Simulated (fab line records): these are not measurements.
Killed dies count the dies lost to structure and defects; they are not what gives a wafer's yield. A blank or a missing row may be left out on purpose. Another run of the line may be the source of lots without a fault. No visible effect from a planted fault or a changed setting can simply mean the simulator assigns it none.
fab line records -- flow berkeley_cmos170
record lots=14, wafers=42, last_day=12
route steps=331 shown GATE@136
lots untouched by any fault: they come from a run of this same line in which no faults occurred
start_h: hours from the record's first day to the start of the lot's first wafer shown -- wait_h: hours from the lot's prior step to this one -- " unchanged from the row above -- L1.1+2: a row that stands for several wafers -- - value missing, or start not given -- * or withheld: withheld -- < > ~ a bound
route shown NAME@n: a module of which the file shows steps, and the number in the route of the first -- usual: the fault-free wafers' mean and standard deviation -- same: alike in all rows -- chamber/n: place in a boat -- sites: readings site by site -- _std_site: the values' standard deviation -- _edge_site: the outer-site mean with the inner-site mean subtracted -- radius_mm: how far each site lies from the wafer's centre -- mask NAME#n: copy n -- behind: the last tool/chamber to shape the wafer -- hold: the reason the lot was held/the length of the hold in hours/how it ended -- device: whichever transistor did not switch (one of n, p or np) -- end of line: tests run on the same wafers once the route is complete -- step lacking rows: just its recipe -- killed: dies lost to structure and defects at the first sort, not the wafer's yield -- map: a wafer's dies, marking killed ones x, the rest . and places with no die _
set.NAME: the run value of the setting; set.NAME@STEP: its run value at that earlier step -- model.NAME: the simulator's own value behind a step, which no gauge read
steps of the route over a sample of lots; a table a step, a row a wafer
## steps
# step UCB170_GATE_PEB_10
# recipe peb_temp_c=130, peb_time_s=withheld, resist=KrF
# usual heater_power_total_W=56.81/0.04, plate_temp_C=130.03/0.13
lot.wafer,tool,chamber,start_h,wait_h,heater_power_total_W,plate_temp_C
L449.1,litho_track-02,0,120.11,0.1,56.83,130.03
L449.2,litho_track-02,0,120.11,0.1,56.82,130.17
L449.5,litho_track-02,0,120.11,0.1,56.85,130.20
L450.3,litho_track-04,0,130.84,0.1,56.75,129.99
L450.5,litho_track-04,0,130.84,0.1,56.93,130.11
L450.6,litho_track-04,0,130.84,0.1,56.77,129.77
L452.2,litho_track-02,0,148.89,0.1,56.83,130.25
L452.4,litho_track-02,0,148.89,0.1,56.80,130.11
L452.5,litho_track-02,0,148.89,0.1,56.77,130.08
L453.3,litho_track-02,0,149.19,0.1,56.81,130.06
L453.5,litho_track-02,0,149.19,0.1,56.76,129.98
L453.6,litho_track-02,0,149.19,0.1,56.87,130.00
L454.1,litho_track-02,0,159.50,0.1,56.79,129.92
L454.3,litho_track-02,0,159.50,0.1,56.85,129.98
L454.6,litho_track-02,0,159.50,0.1,56.81,130.16
L456.1,litho_track-02,0,167.40,0.1,56.86,129.75
L456.4,litho_track-02,0,167.40,0.1,56.79,129.75
L456.5,litho_track-02,0,167.40,0.1,56.84,129.99
L455.1,litho_track-04,0,172.16,0.1,56.84,130.12
L455.3,litho_track-04,0,172.16,0.1,56.83,129.76
L455.5,litho_track-04,0,172.16,0.1,56.76,129.91
L457.3,litho_track-02,0,172.48,0.1,56.82,130.22
L457.4,litho_track-02,0,172.48,0.1,56.86,130.10
L457.5,litho_track-02,0,172.48,0.1,56.82,130.04
L459.2,litho_track-04,0,180.91,0.1,56.81,130.24
L459.4,litho_track-04,0,180.91,0.1,56.83,130.25
L459.5,litho_track-04,0,180.91,0.1,56.85,130.05
L467.2,litho_track-02,0,210.75,0.4,64.77,143.99
L467.5,litho_track-02,0,210.75,0.4,64.82,144.01
L467.6,litho_track-02,0,210.75,0.4,64.88,143.55
L465.1,litho_track-02,0,211.00,0.5,64.82,143.80
L465.2,litho_track-02,0,211.00,0.5,64.79,143.96
L465.4,litho_track-02,0,211.00,0.5,64.83,143.88
L470.2,litho_track-03,0,227.53,0.1,56.74,129.94
L470.5,litho_track-03,0,227.53,0.1,56.73,130.04
L470.6,litho_track-03,0,227.53,0.1,56.84,129.94
L469.2,litho_track-04,0,227.90,0.1,56.84,129.88
L469.5,litho_track-04,0,227.90,0.1,56.81,129.86
L469.6,litho_track-04,0,227.90,0.1,56.78,130.06
L471.1,litho_track-03,0,248.67,0.5,56.77,130.18
L471.2,litho_track-03,0,248.67,0.5,56.87,130.14
L471.4,litho_track-03,0,248.67,0.5,56.86,130.13
# step UCB170_GATE_CD_MEAS_12
# recipe target_cd_nm=350
# usual cd_nm=349.8/1.3
lot.wafer,tool,chamber,start_h,wait_h,hold,cd_nm
L449.1,cd_sem-01,-,120.39,-,-,348.5
L449.2,cd_sem-01,-,120.39,-,-,348.6
L449.5,cd_sem-01,-,120.39,-,-,348.8
L450.3,cd_sem-02,-,131.11,-,-,346.9
L450.5,cd_sem-02,-,131.11,-,-,347.8
L450.6,cd_sem-02,-,131.11,-,-,347.1
L452.2,cd_sem-02,-,149.20,-,-,350.8
L452.4,cd_sem-02,-,149.20,-,-,351.2
L452.5,cd_sem-02,-,149.20,-,-,350.2
L453.3,cd_sem-02,-,149.46,-,-,349.9
L453.5,cd_sem-02,-,149.46,-,-,350.5
L453.6,cd_sem-02,-,149.46,-,-,349.4
L454.1,cd_sem-02,-,159.78,-,-,349.7
L454.3,cd_sem-02,-,159.78,-,-,350.4
L454.6,cd_sem-02,-,159.78,-,-,350.2
L456.1,cd_sem-01,-,167.67,-,-,349.6
L456.4,cd_sem-01,-,167.67,-,-,349.3
L456.5,cd_sem-01,-,167.67,-,-,350.5
L455.1,cd_sem-02,-,172.44,-,-,350.3
L455.3,cd_sem-02,-,172.44,-,-,350.9
L455.5,cd_sem-02,-,172.44,-,-,350.0
L457.3,cd_sem-02,-,172.74,-,-,350.6
L457.4,cd_sem-02,-,172.74,-,-,351.4
L457.5,cd_sem-02,-,172.74,-,-,350.5
L459.2,cd_sem-02,-,181.18,-,-,347.9
L459.4,cd_sem-02,-,181.18,-,-,348.8
L459.5,cd_sem-02,-,181.18,-,-,349.9
L467.2,cd_sem-02,-,211.02,-,await_dispo/0.2h/release,298.7
L467.5,cd_sem-02,-,211.02,-,await_dispo/0.2h/release,298.2
L467.6,cd_sem-02,-,211.02,-,await_dispo/0.2h/release,298.1
L467.2,cd_sem-02,-,211.41,0.4,-,299.2
L467.5,cd_sem-02,-,211.41,0.4,-,298.2
L467.6,cd_sem-02,-,211.41,0.4,-,297.8
L465.1,cd_sem-02,-,211.27,-,await_dispo/0.2h/release,297.3
L465.2,cd_sem-02,-,211.27,-,await_dispo/0.2h/release,297.7
L465.4,cd_sem-02,-,211.27,-,await_dispo/0.2h/release,297.3
L465.1,cd_sem-02,-,211.64,0.3,-,297.2
L465.2,cd_sem-02,-,211.64,0.3,-,297.7
L465.4,cd_sem-02,-,211.64,0.3,-,297.3
L470.2,cd_sem-01,-,227.80,-,-,351.3
L470.5,cd_sem-01,-,227.80,-,-,350.3
L470.6,cd_sem-01,-,227.80,-,-,350.8
L469.2,cd_sem-01,-,228.17,-,-,348.6
L469.5,cd_sem-01,-,228.17,-,-,350.2
L469.6,cd_sem-01,-,228.17,-,-,349.7
L471.1,cd_sem-01,-,249.32,-,-,352.0
L471.2,cd_sem-01,-,249.32,-,-,351.9
L471.4,cd_sem-01,-,249.32,-,-,350.4
## key
first_sign step=UCB170_GATE_PEB_10, reading=heater_power_total_W, direction=up, sigmas=99+, usual=56.81, struck=64.82
effect step=UCB170_GATE_PEB_10, reading=plate_temp_C, direction=up, sigmas=99+, usual=*, struck=*
effect step=UCB170_GATE_CD_MEAS_12, reading=visit, direction=added
effect step=UCB170_GATE_CD_MEAS_12, reading=cd_nm, direction=down, sigmas=40, usual=349.8, struck=297.9
met_at UCB170_GATE_PEB_10
struck_lots L465,L467
sort_left_out L465.1,L465.2,L465.4,L467.2,L467.5,L467.6
tester_left_out L465,L467
onset_between 172.48 210.75
fault kind=process_parameter_drift, tool=litho_track-02, chamber=-, onset_h=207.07, steps=UCB170_GATE_PEB_10, channel=peb_temp_c, offset=*, shape=step, end_h=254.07, acts_in=*, stated=*
# tester_left_out: of these lots the tester's yield and bins aren't shown, on N5 and GAA mostly nor the transistor test; their killed dies are dies lost to structure and defects alone, not to doping, threshold or leakage, so they don't give the yield
# sort_left_out: the simulated sort isn't trusted on such a fault, so these wafers' sort isn't shown, and their yield isn't known
